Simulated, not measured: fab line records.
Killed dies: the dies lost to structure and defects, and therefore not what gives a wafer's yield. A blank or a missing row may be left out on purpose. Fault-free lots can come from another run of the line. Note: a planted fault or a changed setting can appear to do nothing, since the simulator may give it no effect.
One fault through the eyes of 2 desks    flow ritCmos    numbers are kept per desk, each desk with only its own; the story behind them comes last

## TOOL OWNER'S DESK, implanter-03
RIT_PWELL_IMPLANT_08, tool's own readings: per-lot mean of the sampled wafers with a number, covering each lot this tool ran. The brackets show how far a lot's mean lies from the usual mean; more than 4 standard deviations puts the lot out of limits, marked OUT.
Columns: A = beamOnS at RIT_PWELL_IMPLANT_08, usual 10.00 s; B = doseIonsCm2 at RIT_PWELL_IMPLANT_08, usual 6.998e+13; C = endStationPressureTorr at RIT_PWELL_IMPLANT_08, usual 5.14e-06 Torr; D = faradayCurrentUA at RIT_PWELL_IMPLANT_08, usual 222
lot   first seen here  A                B                            C         D
L187  day 2 09:29      9.79             6.989e+13                    5.10e-06  226
L192  day 3 17:07      10.13            6.986e+13                    5.03e-06  219
L199  day 5 02:19      15.55 (+28) OUT  6.999e+14 (+99 or more) OUT  5.94e-06  1430 (+99 or more) OUT
L201  day 5 08:01      15.19 (+26) OUT  7.000e+14 (+99 or more) OUT  6.19e-06  1459 (+99 or more) OUT
This desk's verdict: out of limits on L199, L201, starting with L199 at day 5 02:19 (beamOnS at RIT_PWELL_IMPLANT_08). In limits: L187, L192.

## METROLOGY DESK
What the gauges read, lot by lot, whatever tool the lot ran on: means of the sampled wafers that have a number. The brackets show how far a lot's mean lies from the usual mean; more than 4 standard deviations puts the lot out of limits, marked OUT.
Columns: A = PWELL_TW at RIT_PWELL_TW_MEAS_10, usual 959; B = PWELL_RS at RIT_WELLDRIVE_RS_MEAS_02, usual 428.9 ohm/sq
lot   first seen here  A                       B
L185  day 2 00:09      963                     428.8
L186  day 2 05:37      963                     429.9
L187  day 2 09:49      961                     428.9
L188  day 2 18:41      966                     428.6
L189  day 2 22:02      964                     428.7
L190  day 3 02:52      943                     428.2
L191  day 3 13:13      952                     429.2
L192  day 3 17:26      937                     428.7
L199  day 5 02:39      2027 (+99 or more) OUT  98.3 (-99 or more) OUT
L200  day 5 05:29      969                     430.7
L201  day 5 08:19      2013 (+99 or more) OUT  98.2 (-99 or more) OUT
L203  day 5 19:44      944                     428.1
L207  day 6 13:55      962                     429.7
L208  day 6 18:20      965                     427.9
This desk reports L199, L201 out of limits; the earliest was L199 at day 5 02:39 (PWELL_TW at RIT_PWELL_TW_MEAS_10). In limits: L185, L186, L187, L188, L189, L190, L191, L192, L200, L203, L207, L208.

## TAKEN TOGETHER
At day 5 02:19, on L199, L201, the tool owner's desk was in a position to raise an alarm.
At day 5 02:39 the metrology desk could have sounded an alarm, on L199, L201.
Every lot named ran RIT_PWELL_IMPLANT_08 on implanter-03.

## WHAT WAS PUT IN BY THE SIMULATOR
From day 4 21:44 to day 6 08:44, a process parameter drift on implanter-03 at RIT_PWELL_IMPLANT_08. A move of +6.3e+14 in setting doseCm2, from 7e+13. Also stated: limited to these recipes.
Lots struck among those shown: L199, L201.
Fault start to first reading out of limits, in hours, per desk: tool owner, 5; metrology, 5.
